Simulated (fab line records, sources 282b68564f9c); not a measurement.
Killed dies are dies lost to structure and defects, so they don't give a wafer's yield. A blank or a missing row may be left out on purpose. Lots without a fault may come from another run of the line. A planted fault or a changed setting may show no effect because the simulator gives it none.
Split-lot experiment | flow rit_cmos | 5 lots, 23 wafers read, on a route of 202 steps

THE SPLIT
At RIT_SILICIDE_SPUTTER_01 (material Ti, target thk 30 nm, time 240 s), the setting power_w was moved away from the recipe's 350 W on 4 of the 23 wafers read, by -5.4% to -4.6%. The other wafers ran this setting at the recipe's value.

FROM THE SPLIT TO THE READING: what the file shows between them, 1 step
- RIT_SILICIDE_RS_MEAS_02: measures by four-point-probe

THE READING
SILICIDE_TI_THK, in nm, at RIT_SILICIDE_THK_MEAS_03 (measures by xrf). Fault-free wafers of this fab line usually give 30.1 nm, standard deviation 0.42 nm.

wafer  | tool, chamber at the split | power_w as run, W | against the recipe | SILICIDE_TI_THK, nm | against lot-mates on the recipe
L075.1 | pvd_sputter-04, -          | 350               | recipe             | 30.4                | -
L075.3 | pvd_sputter-04, -          | 350               | recipe             | 31.0                | -
L075.5 | pvd_sputter-04, -          | 350               | recipe             | 30.5                | -
L076.2 | pvd_sputter-02, -          | 350               | recipe             | 30.0                | -
L076.3 | pvd_sputter-02, -          | 350               | recipe             | 30.9                | -
L076.4 | pvd_sputter-02, -          | 350               | recipe             | 30.0                | -
L076.5 | pvd_sputter-02, -          | 334               | -4.6%              | 28.5                | -1.8
L076.6 | pvd_sputter-02, -          | 334               | -4.6%              | 28.7                | -1.6
L077.1 | pvd_sputter-04, -          | 350               | recipe             | 29.6                | -
L077.3 | pvd_sputter-04, -          | 350               | recipe             | 29.6                | -
L077.4 | pvd_sputter-04, -          | 350               | recipe             | 30.1                | -
L077.5 | pvd_sputter-04, -          | 350               | recipe             | 29.7                | -
L077.6 | pvd_sputter-04, -          | 350               | recipe             | 30.0                | -
L082.1 | pvd_sputter-02, -          | 350               | recipe             | 30.2                | -
L082.2 | pvd_sputter-02, -          | 350               | recipe             | 29.5                | -
L082.4 | pvd_sputter-02, -          | 331.2             | -5.4%              | 27.5                | -2.2
L082.5 | pvd_sputter-02, -          | 331.2             | -5.4%              | 28.1                | -1.6
L082.6 | pvd_sputter-02, -          | 350               | recipe             | 29.5                | -
L083.1 | pvd_sputter-03, -          | 350               | recipe             | 30.3                | -
L083.2 | pvd_sputter-03, -          | 350               | recipe             | 30.3                | -
L083.3 | pvd_sputter-03, -          | 350               | recipe             | 30.5                | -
L083.5 | pvd_sputter-03, -          | 350               | recipe             | 30.5                | -
L083.6 | pvd_sputter-03, -          | 350               | recipe             | 30.0                | -

THE FIT
A straight line over all 23 wafers: SILICIDE_TI_THK changes by +0.394 nm for each +1% of power_w; r = +0.87; the points scatter about the line by 0.43 nm.
The same after taking each lot's own level away (the mean of its wafers on the recipe; 23 wafers): +0.365 nm for each +1%; r = +0.93; scatter 0.28 nm.
On that fit, the largest move of power_w shifts the reading by 2 nm.
The lots' own levels span 29.73 to 30.63 nm, that is 2.1 times the standard deviation above.
So the lot-to-lot level changes the slope little: the two slopes agree.
Check: with one of the wafers moved furthest among these (-5.4%) left out of the fit, the line predicts -1.85 nm for it against its lot-mates. It came out at -2.23 nm against them.

OTHER SPLITS ON THESE WAFERS
These wafers also went through other splits before the reading. Each is held against what the fit with the lots' levels taken away leaves over:
other split on the same wafers | wafers away from the commonest value | r with SILICIDE_TI_THK (lot level and that fit taken away)
RIT_PLDD_COAT_01 spin_rpm      | 8                                    | -0.03

THE WHOLE CHAIN: every reading that the file lists as answering this split, in the file's order
step                     | what it does                              | reading                                                                           | change (the file's fit)               | r (the file's)
RIT_SILICIDE_SPUTTER_01  | material Ti, target thk 30 nm, time 240 s | Ti_of_SILICIDE_SPUTTER_01.thk_nm (the simulator's own value, which no gauge read) | +0.352 nm for each +1% of the setting | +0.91
RIT_SILICIDE_RS_MEAS_02  | measures by four-point-probe              | SILICIDE_TI_RS                                                                    | -0.763 for each +1% of the setting    | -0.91
RIT_SILICIDE_THK_MEAS_03 | measures by xrf                           | SILICIDE_TI_THK                                                                   | +0.365 for each +1% of the setting    | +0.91

THE FILE'S OWN FIT
SILICIDE_TI_THK changes by +0.365 nm for each +1% of power_w, r = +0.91.
